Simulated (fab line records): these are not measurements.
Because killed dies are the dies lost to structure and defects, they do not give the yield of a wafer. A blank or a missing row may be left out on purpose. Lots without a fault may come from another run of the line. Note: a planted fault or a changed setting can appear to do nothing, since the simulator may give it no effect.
Which of the tools did it? || flow berkeleyCmos170 || 14 lots with 41 wafers sampled at 4 steps, on a route of 331 steps

WHAT EACH GAUGE READ, for each wafer
UCB170_M2_CD_MEAS_90 targets a cd of 700 nm.
{"lot": "L243", "measured": "day 7 12:53", "on": "cdSem-01", "cdNm (nm)": "697 697 696"}
{"lot": "L242", "measured": "day 7 13:55", "on": "cdSem-01", "cdNm (nm)": "697 702 701"}
{"lot": "L245", "measured": "day 7 20:29", "on": "cdSem-02", "cdNm (nm)": "697 697 695"}
{"lot": "L244", "measured": "day 7 20:43", "on": "cdSem-02", "cdNm (nm)": "703 695 696"}
{"lot": "L252", "measured": "day 9 15:17", "on": "cdSem-01", "cdNm (nm)": "708 703 703"}
{"lot": "L250", "measured": "day 9 17:11", "on": "cdSem-01", "cdNm (nm)": "708 704 709"}
{"lot": "L251", "measured": "day 9 17:32", "on": "cdSem-02", "cdNm (nm)": "702 708"}
{"lot": "L254", "measured": "day 10 05:50", "on": "cdSem-02", "cdNm (nm)": "703 707 699"}
{"lot": "L255", "measured": "day 10 12:53", "on": "cdSem-02", "cdNm (nm)": "700 702 706"}
{"lot": "L257", "measured": "day 11 02:42", "on": "cdSem-01", "cdNm (nm)": "699 697 701"}
{"lot": "L259", "measured": "day 11 17:35", "on": "cdSem-02", "cdNm (nm)": "703 701 700"}
{"lot": "L261", "measured": "day 12 00:13", "on": "cdSem-01", "cdNm (nm)": "697 703 701"}
{"lot": "L262", "measured": "day 12 02:49", "on": "cdSem-02", "cdNm (nm)": "703 704 703"}
{"lot": "L264", "measured": "day 12 20:28", "on": "cdSem-01", "cdNm (nm)": "700 702 702"}

UCB170_V2_OVL_MEAS_13.
{"lot": "L243", "measured": "day 7 14:55", "on": "overlay-01", "V2_OVL (nm)": "-1 -7 -7"}
{"lot": "L242", "measured": "day 7 15:59", "on": "overlay-01", "V2_OVL (nm)": "10 4 10"}
{"lot": "L245", "measured": "day 7 22:24", "on": "overlay-02", "V2_OVL (nm)": "-1 -6 -9"}
{"lot": "L244", "measured": "day 7 22:46", "on": "overlay-02", "V2_OVL (nm)": "0 -5 -4"}
{"lot": "L252", "measured": "day 9 17:37", "on": "overlay-02", "V2_OVL (nm)": "-6 -6 1"}
{"lot": "L250", "measured": "day 9 19:46", "on": "overlay-01", "V2_OVL (nm)": "-4 -3 -3"}
{"lot": "L251", "measured": "day 9 20:03", "on": "overlay-01", "V2_OVL (nm)": "-1 -3"}
{"lot": "L254", "measured": "day 10 08:13", "on": "overlay-01", "V2_OVL (nm)": "-2 -6 -4"}
{"lot": "L255", "measured": "day 10 14:50", "on": "overlay-01", "V2_OVL (nm)": "-4 -1 -2"}
{"lot": "L257", "measured": "day 11 05:19", "on": "overlay-01", "V2_OVL (nm)": "-11 -15 -11"}
{"lot": "L259", "measured": "day 11 19:53", "on": "overlay-01", "V2_OVL (nm)": "-5 -8 -6"}
{"lot": "L261", "measured": "day 12 02:49", "on": "overlay-02", "V2_OVL (nm)": "-1 -2 4"}
{"lot": "L262", "measured": "day 12 05:59", "on": "overlay-02", "V2_OVL (nm)": "-13 -12 -10"}
{"lot": "L264", "measured": "day 12 23:32", "on": "overlay-02", "V2_OVL (nm)": "2 -8 -7"}

UCB170_M3_BOW_MEAS_20.
{"lot": "L243", "measured": "day 7 18:08", "on": "filmMetro-04", "M3_BOW (um)": "33 36 39"}
{"lot": "L242", "measured": "day 7 19:12", "on": "filmMetro-04", "M3_BOW (um)": "45 36 37"}
{"lot": "L245", "measured": "day 8 01:24", "on": "filmMetro-04", "M3_BOW (um)": "50 32 29"}
{"lot": "L244", "measured": "day 8 01:56", "on": "filmMetro-01", "M3_BOW (um)": "34 43 35"}
{"lot": "L252", "measured": "day 9 21:13", "on": "filmMetro-04", "M3_BOW (um)": "52 36 23"}
{"lot": "L250", "measured": "day 9 23:25", "on": "filmMetro-02", "M3_BOW (um)": "45 31 32"}
{"lot": "L251", "measured": "day 9 23:43", "on": "filmMetro-01", "M3_BOW (um)": "38 45"}
{"lot": "L254", "measured": "day 10 12:09", "on": "filmMetro-02", "M3_BOW (um)": "41 40 40"}
{"lot": "L255", "measured": "day 10 18:16", "on": "filmMetro-02", "M3_BOW (um)": "43 39 26"}
{"lot": "L257", "measured": "day 11 08:53", "on": "filmMetro-02", "M3_BOW (um)": "39 43 34"}
{"lot": "L259", "measured": "day 12 03:07", "on": "filmMetro-01", "M3_BOW (um)": "47 31 37"}
{"lot": "L261", "measured": "day 12 05:47", "on": "filmMetro-02", "M3_BOW (um)": "38 41 38"}
{"lot": "L262", "measured": "day 12 09:38", "on": "filmMetro-04", "M3_BOW (um)": "33 28 30"}
{"lot": "L264", "measured": "day 13 03:10", "on": "filmMetro-02", "M3_BOW (um)": "38 28 35"}

WHAT TOOL EACH LOT RAN ON (gives the tool, then ch and the chambers of the sampled wafers, and finally the start)
{"lot": "L243", "UCB170_M3_METAL_ETCH_18": "rieMetal-01 ch 0,1, day 7 17:44"}
{"lot": "L242", "UCB170_M3_METAL_ETCH_18": "rieMetal-03 ch 0,1, day 7 18:46"}
{"lot": "L245", "UCB170_M3_METAL_ETCH_18": "rieMetal-03 ch 0,1, day 8 00:59"}
{"lot": "L244", "UCB170_M3_METAL_ETCH_18": "rieMetal-02 ch 0, day 8 01:30"}
{"lot": "L252", "UCB170_M3_METAL_ETCH_18": "rieMetal-01 ch 0,1, day 9 20:49"}
{"lot": "L250", "UCB170_M3_METAL_ETCH_18": "rieMetal-02 ch 0,1, day 9 22:59"}
{"lot": "L251", "UCB170_M3_METAL_ETCH_18": "rieMetal-01 ch 0,1, day 9 23:22"}
{"lot": "L254", "UCB170_M3_METAL_ETCH_18": "rieMetal-02 ch 0,1, day 10 11:44"}
{"lot": "L255", "UCB170_M3_METAL_ETCH_18": "rieMetal-02 ch 0,1, day 10 17:53"}
{"lot": "L257", "UCB170_M3_METAL_ETCH_18": "rieMetal-02 ch 0,1, day 11 08:28"}
{"lot": "L259", "UCB170_M3_METAL_ETCH_18": "rieMetal-03 ch 1, day 12 02:34"}
{"lot": "L261", "UCB170_M3_METAL_ETCH_18": "rieMetal-02 ch 0,1, day 12 05:23"}
{"lot": "L262", "UCB170_M3_METAL_ETCH_18": "rieMetal-02 ch 0,1, day 12 09:13"}
{"lot": "L264", "UCB170_M3_METAL_ETCH_18": "rieMetal-02 ch 0, day 13 02:46"}
- UCB170_M3_METAL_ETCH_18: etches Al in Cl2/BCl3, stops on SiO2, target depth 1170 nm, time 195 s.

AS READ BY THE TOOLS THEMSELVES (means over the sampled wafers that have a number; for cases with no such wafer, the mark the record gives instead)
UCB170_M3_METAL_ETCH_18.
{"lot": "L243", "tool": "rieMetal-01", "drypumpMotorCurrentA (A)": 5.6, "heBacksideLeakSccm (sccm)": 3.38, "oesProductAu (a.u.)": 0.862, "throttleValvePct (%)": 24.50}
{"lot": "L242", "tool": "rieMetal-03", "drypumpMotorCurrentA (A)": 5.7, "heBacksideLeakSccm (sccm)": 3.30, "oesProductAu (a.u.)": 0.852, "throttleValvePct (%)": 24.32}
{"lot": "L245", "tool": "rieMetal-03", "drypumpMotorCurrentA (A)": 5.7, "heBacksideLeakSccm (sccm)": 3.35, "oesProductAu (a.u.)": 0.853, "throttleValvePct (%)": 24.31}
{"lot": "L244", "tool": "rieMetal-02", "drypumpMotorCurrentA (A)": 6.6, "heBacksideLeakSccm (sccm)": 3.57, "oesProductAu (a.u.)": 0.831, "throttleValvePct (%)": 24.60}
{"lot": "L252", "tool": "rieMetal-01", "drypumpMotorCurrentA (A)": 5.6, "heBacksideLeakSccm (sccm)": 3.32, "oesProductAu (a.u.)": 0.851, "throttleValvePct (%)": 24.50}
{"lot": "L250", "tool": "rieMetal-02", "drypumpMotorCurrentA (A)": 6.4, "heBacksideLeakSccm (sccm)": 3.54, "oesProductAu (a.u.)": 0.850, "throttleValvePct (%)": 24.43}
{"lot": "L251", "tool": "rieMetal-01", "drypumpMotorCurrentA (A)": 5.6, "heBacksideLeakSccm (sccm)": 3.41, "oesProductAu (a.u.)": 0.843, "throttleValvePct (%)": 24.51}
{"lot": "L254", "tool": "rieMetal-02", "drypumpMotorCurrentA (A)": 6.0, "heBacksideLeakSccm (sccm)": 3.45, "oesProductAu (a.u.)": 0.865, "throttleValvePct (%)": 24.27}
{"lot": "L255", "tool": "rieMetal-02", "drypumpMotorCurrentA (A)": 6.0, "heBacksideLeakSccm (sccm)": 3.42, "oesProductAu (a.u.)": 0.867, "throttleValvePct (%)": 24.28}
{"lot": "L257", "tool": "rieMetal-02", "drypumpMotorCurrentA (A)": 6.0, "heBacksideLeakSccm (sccm)": 3.48, "oesProductAu (a.u.)": 0.860, "throttleValvePct (%)": 24.28}
{"lot": "L259", "tool": "rieMetal-03", "drypumpMotorCurrentA (A)": 5.6, "heBacksideLeakSccm (sccm)": 3.28, "oesProductAu (a.u.)": 0.853, "throttleValvePct (%)": 24.30}
{"lot": "L261", "tool": "rieMetal-02", "drypumpMotorCurrentA (A)": 6.0, "heBacksideLeakSccm (sccm)": 3.57, "oesProductAu (a.u.)": 0.859, "throttleValvePct (%)": 24.27}
{"lot": "L262", "tool": "rieMetal-02", "drypumpMotorCurrentA (A)": 6.3, "heBacksideLeakSccm (sccm)": 3.62, "oesProductAu (a.u.)": 0.855, "throttleValvePct (%)": 24.43}
{"lot": "L264", "tool": "rieMetal-02", "drypumpMotorCurrentA (A)": 6.6, "heBacksideLeakSccm (sccm)": 3.58, "oesProductAu (a.u.)": 0.841, "throttleValvePct (%)": 24.58}

THE ANSWER, worked out from the rows above alone
Rule: the lots themselves supply what counts as usual. Put in order of their means at a reading, lots are off if they are a third of the lots or fewer, leave a main group of 4 or more, and stand apart from it by a gap of 3 or more times the standard deviation of the main group's means; of several such gaps the widest counts. The tables above print the reading to a certain number of digits; a main group whose means all agree to those digits is not used. A lot without any number at a reading at which 4 lots or more have one is off too. The other lots that the step has rows for count as sound. Order of review: gauges by route order, followed by the tools' own readings, for which a lot's mean as printed above is used. At the first step where some lot is off, the reading lying furthest off is the one used; lots without a number count as furthest.
Across all readings shown, no lot is off: no conclusion can be drawn from this.

WHAT THE SIMULATOR HAD INSERTED
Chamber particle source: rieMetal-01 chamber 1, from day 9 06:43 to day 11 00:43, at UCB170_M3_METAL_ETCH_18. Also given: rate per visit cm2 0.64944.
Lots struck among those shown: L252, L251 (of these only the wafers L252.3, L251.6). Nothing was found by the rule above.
